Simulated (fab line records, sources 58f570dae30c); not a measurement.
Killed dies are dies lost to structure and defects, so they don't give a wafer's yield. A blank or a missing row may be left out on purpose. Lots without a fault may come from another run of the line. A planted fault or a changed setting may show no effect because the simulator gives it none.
Split-lot experiment | flow berkeley_cmos170 | 5 lots, 23 wafers read, on a route of 331 steps

THE SPLIT
At UCB170_V2_CVD_00 (deposits SiO2 from TEOS/O2, target thk 2000 nm, time 250 s), the setting time_s was moved away from the recipe's 250 s on 8 of the 23 wafers read, by +8.4% to +10.8%. The other wafers ran this setting at the recipe's value.

The file shows no step between the split and the reading.

THE READING
V2_TEOS_THK, in nm, at UCB170_V2_THK_MEAS_01. Fault-free wafers of this fab line usually give 1990 nm, standard deviation 27 nm.

wafer  | tool, chamber at the split | time_s as run, s | against the recipe | V2_TEOS_THK, nm | against lot-mates on the recipe
L077.1 | pecvd-04, 2                | 250              | recipe             | 1966            | -
L077.4 | pecvd-04, 2                | 250              | recipe             | 1962            | -
L077.5 | pecvd-04, 1                | 250              | recipe             | 2010            | -
L078.2 | pecvd-03, 2                | 250              | recipe             | 2016            | -
L078.3 | pecvd-03, 0                | 273              | +9.2%              | 2181            | +155
L078.4 | pecvd-03, 2                | 250              | recipe             | 2036            | -
L078.5 | pecvd-03, 1,0              | 273              | +9.2%              | 2216            | +190
L078.6 | pecvd-03, 1,0              | 273              | +9.2%              | 2200            | +174
L085.1 | pecvd-03, 0                | 270.9            | +8.4%              | 2147            | +138
L085.3 | pecvd-03, 1                | 250              | recipe             | 2007            | -
L085.4 | pecvd-03, 2                | 270.9            | +8.4%              | 2181            | +172
L085.5 | pecvd-03, 1                | 250              | recipe             | 2010            | -
L085.6 | pecvd-03, 0                | 270.9            | +8.4%              | 2186            | +178
L080.1 | pecvd-04, 1                | 250              | recipe             | 1974            | -
L080.2 | pecvd-04, 2,0              | 250              | recipe             | 1932            | -
L080.3 | pecvd-04, 0                | 276.9            | +10.8%             | 2147            | +187
L080.5 | pecvd-04, 2,0              | 250              | recipe             | 1974            | -
L080.6 | pecvd-04, 1                | 276.9            | +10.8%             | 2240            | +280
L084.1 | pecvd-01, 0,2,1            | 250              | recipe             | 1971            | -
L084.2 | pecvd-01, 0,2,1            | 250              | recipe             | 1959            | -
L084.3 | pecvd-01, 0,2,1            | 250              | recipe             | 1972            | -
L084.5 | pecvd-01, 0                | 250              | recipe             | 2024            | -
L084.6 | pecvd-01, 2                | 250              | recipe             | 1935            | -
Where a row lists several chambers, the file gives one row for several wafers and doesn't say which wafer went through which chamber.

THE FIT
A straight line over all 23 wafers: V2_TEOS_THK changes by +21.8 nm for each +1% of time_s; r = +0.95; the points scatter about the line by 32 nm.
The same after taking each lot's own level away (the mean of its wafers on the recipe; 23 wafers): +20 nm for each +1%; r = +0.96; scatter 26 nm.
On that fit, the largest move of time_s shifts the reading by 2.2e+02 nm.
The lots' own levels span 1960.0 to 2026.0 nm, that is 2.4 times the standard deviation above.
So the lot-to-lot level changes the slope little: the two slopes agree.
Check: with one of the wafers moved furthest among these (+10.8%) left out of the fit, the line predicts +221 nm for it against its lot-mates. It came out at +187 nm against them.

OTHER SPLITS ON THESE WAFERS
These wafers also went through other splits before the reading. Each is held against what the fit with the lots' levels taken away leaves over:
other split on the same wafers | wafers away from the commonest value | r with V2_TEOS_THK (lot level and that fit taken away)
UCB170_M2_PEB_13 peb_temp_c    | 4                                    | -0.26

THE WHOLE CHAIN: every reading that the file lists as answering this split, in the file's order
step                  | what it does                                               | reading                                                                   | change (the file's fit)              | r (the file's)
UCB170_V2_CVD_00      | deposits SiO2 from TEOS/O2, target thk 2000 nm, time 250 s | SiO2_of_V2_CVD_00.thk_nm (the simulator's own value, which no gauge read) | +15.8 nm for each +1% of the setting | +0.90
UCB170_V2_THK_MEAS_01 |                                                            | V2_TEOS_THK                                                               | +20.2 for each +1% of the setting    | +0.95

THE FILE'S OWN FIT
V2_TEOS_THK changes by +20.2 nm for each +1% of time_s, r = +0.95.
